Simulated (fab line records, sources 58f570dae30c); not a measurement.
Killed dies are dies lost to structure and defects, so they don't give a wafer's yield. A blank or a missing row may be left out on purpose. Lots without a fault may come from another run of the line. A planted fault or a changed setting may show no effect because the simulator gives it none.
One fault seen from 2 desks | flow berkeley_cmos170 | each desk has only its own numbers; what lay behind them comes last

THE TOOL OWNER'S DESK: litho_track-02
The tool's own readings at UCB170_M2_PEB_13: means of the sampled wafers that have a number, for each lot that ran on this tool. A lot is out of limits, marked OUT, if its mean lies more than 4 standard deviations from the usual mean; the brackets give that distance.
Columns: A = chill_plate_temp_C at UCB170_M2_PEB_13, usual 22.98 C
lot  | first seen here | A
L270 | day 9 09:02     | 23.18
L272 | day 9 09:42     | 22.95
L268 | day 9 09:59     | 22.90
L275 | day 10 10:17    | 23.06
L279 | day 11 03:10    | 22.99
L280 | day 11 09:24    | 22.98
This desk's finding: nothing out of limits on any of the 6 lots.

THE METROLOGY DESK
What the gauges read, lot by lot, whatever tool the lot ran on: means of the sampled wafers that have a number. A lot is out of limits, marked OUT, if its mean lies more than 4 standard deviations from the usual mean; the brackets give that distance.
Columns: A = cd_nm at UCB170_M2_CD_MEAS_15, usual 699.8 nm
lot  | first seen here | A
L261 | day 7 05:34     | 699.4
L260 | day 7 06:50     | 697.0
L263 | day 8 02:31     | 701.1
L265 | day 8 07:44     | 702.0
L270 | day 9 09:17     | 702.0
L269 | day 9 09:55     | 699.6
L272 | day 9 10:01     | 698.5
L268 | day 9 10:15     | 700.9
L276 | day 10 10:25    | 699.7
L275 | day 10 10:33    | 697.8
L277 | day 10 10:42    | 699.7
L279 | day 11 03:26    | 692.2 (-5.0) OUT
L280 | day 11 09:40    | 691.9 (-5.3) OUT
L283 | day 12 05:56    | 699.3
This desk's finding: out of limits on L279, L280; first on L279, day 11 03:26 (cd_nm at UCB170_M2_CD_MEAS_15). In limits: L261, L260, L263, L265, L270, L269, L272, L268, L276, L275, L277, L283.

PUT TOGETHER
The metrology desk could have raised an alarm at day 11 03:26, on L279, L280.
The tool owner's desk saw nothing out of limits.
The tool owner's desk has L279, L280 on record, within its limits.
Of the lots named, all ran UCB170_M2_PEB_13 on litho_track-02.

WHAT THE SIMULATOR HAD PUT IN
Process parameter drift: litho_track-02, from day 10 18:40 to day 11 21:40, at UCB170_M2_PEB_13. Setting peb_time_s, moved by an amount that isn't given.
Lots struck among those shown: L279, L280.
Hours from the fault's start to each desk's first reading out of limits: the metrology desk, 9.
